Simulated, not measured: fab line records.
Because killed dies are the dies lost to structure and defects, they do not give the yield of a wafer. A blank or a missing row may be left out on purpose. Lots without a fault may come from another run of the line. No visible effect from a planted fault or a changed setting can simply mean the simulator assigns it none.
Which tool is to blame? | flow rit cmos | at 1 step of a route of 202, 14 lots with 42 wafers sampled

## WHAT EACH GAUGE READ, for each wafer
Not one reading of a measure or inspect step in the record can be checked against a usual standard deviation.

## WHICH TOOL RAN EACH LOT (tool, then ch and the chambers of the sampled wafers, then the start)
lot  | RIT_SDANNEAL_CLEAN_00
L500 | wet bench-03 ch 2, day 3 03:45
L502 | wet bench-01 ch 0, day 3 11:05
L503 | wet bench-03 ch 1, day 3 15:58
L505 | wet bench-01 ch 3, day 4 03:53
L506 | wet bench-04 ch 1, day 4 07:08
L507 | wet bench-04 ch 3, day 4 12:12
L508 | wet bench-01 ch 2, day 4 16:49
L512 | wet bench-01 ch 3, day 5 12:29
L513 | wet bench-04 ch 0, day 5 17:13
L517 | wet bench-03 ch 0, day 6 16:44
L519 | wet bench-01 ch 1, day 7 05:17
L520 | wet bench-04 ch 2, day 7 09:41
L522 | wet bench-01 ch 1, day 7 16:46
L523 | wet bench-01 ch 2, day 7 21:08
- RIT_SDANNEAL_CLEAN_00: cleans in SC1, time 600 s.

## WHAT THE TOOLS THEMSELVES READ (means of the sampled wafers that have a number; where no wafer has one, the mark that the record gives instead)
RIT_SDANNEAL_CLEAN_00. Usual: bath guard temp C 74.8 C, standard deviation 0.47; bath heat duty pct 16.2 %, standard deviation 1.4.
lot  | tool         | bath guard temp C (C) | bath heat duty pct (%) | flag
L500 | wet bench-03 | 75.0                  | 16.9                   |
L502 | wet bench-01 | 74.7                  | 14.7                   |
L503 | wet bench-03 | 75.5                  | 16.8                   |
L505 | wet bench-01 | 74.2                  | 15.4                   |
L506 | wet bench-04 | 75.8                  | 16.7                   |
L507 | wet bench-04 | 74.4                  | 14.6                   |
L508 | wet bench-01 | 74.6                  | 17.1                   |
L512 | wet bench-01 | -                     | -                      | OFF
L513 | wet bench-04 | -                     | -                      | OFF
L517 | wet bench-03 | 74.7                  | 14.3                   |
L519 | wet bench-01 | 74.4                  | 14.7                   |
L520 | wet bench-04 | 74.5                  | 17.0                   |
L522 | wet bench-01 | 74.3                  | 15.3                   |
L523 | wet bench-01 | 74.7                  | 17.4                   |

## THE ANSWER, worked out from the rows above alone
Rule: lot off if the mean of its wafers having a number is beyond 3 standard deviations from the usual mean. A lot without any number at a reading at which 4 lots or more have one is off too. All remaining lots with rows at the step are treated as sound. The gauges are gone through in route order, then the tools' own readings, and for those a lot's mean is taken as printed above. At the first step where some lot is off, the reading lying furthest off is the one used; lots without a number count as furthest.
Off: L512, L513, at RIT_SDANNEAL_CLEAN_00 (bath guard temp C). Without a number there: L512, L513.
A tool fits if, at that step or a process step before it, it ran every lot that is off, and no sound lot after the first of them. No candidate that was tried fits.

## WHAT THE SIMULATOR HAD INSERTED
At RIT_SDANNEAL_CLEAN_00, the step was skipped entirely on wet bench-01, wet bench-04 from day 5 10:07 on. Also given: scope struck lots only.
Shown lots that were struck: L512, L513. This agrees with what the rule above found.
